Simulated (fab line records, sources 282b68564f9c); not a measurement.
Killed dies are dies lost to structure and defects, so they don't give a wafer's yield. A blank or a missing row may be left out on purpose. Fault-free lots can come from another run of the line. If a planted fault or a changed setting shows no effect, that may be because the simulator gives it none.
Chamber matching ; flow ritCmos ; RIT_GATE_ETCH_19 on rieSi-01: 4 sister chambers
The step etches poly-Si in SF6/CHF3/O2, stops on SiO2, time 165 s, target depth 312.5 nm. 14 wafers are shown with their chamber, then 7 later ones without.

WAFERS PAIRED WITH THEIR CHAMBERS
wafer;chamber;drypumpMotorCurrentA (A);throttleValvePct (%);oesProductAu (a.u.)
L967.3;0;4.9;10.23;0.837
L967.5;3;6.0;10.35;0.857
L967.6;2;6.1;10.22;0.852
L969.2;3;6.0;10.36;0.868
L969.3;0;4.9;10.24;0.835
L969.6;0;4.9;10.24;0.844
L971.1;0;4.9;10.25;0.844
L971.3;3;6.0;10.36;0.874
L971.6;3;6.0;10.35;0.862
L974.1;3;6.0;10.36;0.860
L974.4;2;6.1;10.22;0.840
L974.6;2;6.1;10.22;0.850
L975.2;3;5.9;10.36;0.867
L975.4;1;5.5;10.03;0.842

SIGNATURES (averages over the wafers above)
reading;chamber 0;chamber 1;chamber 2;chamber 3;scatter within a chamber
drypumpMotorCurrentA;4.900;5.500;6.100;5.983;0.0289
throttleValvePct;10.2400;10.0300;10.2200;10.3567;0.00577
oesProductAu;0.84000;0.84200;0.84733;0.86467;0.00583
Rule: for each reading, subtract the chamber's mean from the wafer's reading, divide by that reading's scatter and square the result; add these up over the readings and take the root, which gives the wafer's distance from the chamber. If the next closest chamber is less than 2 further off than the closest, the wafer can't be placed; otherwise it belongs to the closest. How the scatter is found: for the shown wafers, subtract from each reading the mean of its chamber, square and add these, divide the total by (wafers less chambers), then take the root.

WAFERS WITHOUT THEIR CHAMBER
wafer;drypumpMotorCurrentA (A);throttleValvePct (%);oesProductAu (a.u.)
L975.5;6.0;10.35;0.868
L977.3;6.1;10.22;0.851
L977.5;5.9;10.37;0.871
L977.6;4.9;10.23;0.853
L979.2;5.5;10.03;0.842
L979.5;4.9;10.24;0.842
L979.6;6.0;10.36;0.871

WHICH CHAMBER EACH WENT THROUGH
wafer;from the rows above;in truth
L975.5;3;3
L977.3;2;2
L977.5;3;3
L977.6;0;0
L979.2;1;1
L979.5;0;0
L979.6;3;3
Correctly placed: 7 of 7. Number that these rows cannot place: 0. Wrongly placed: 0.
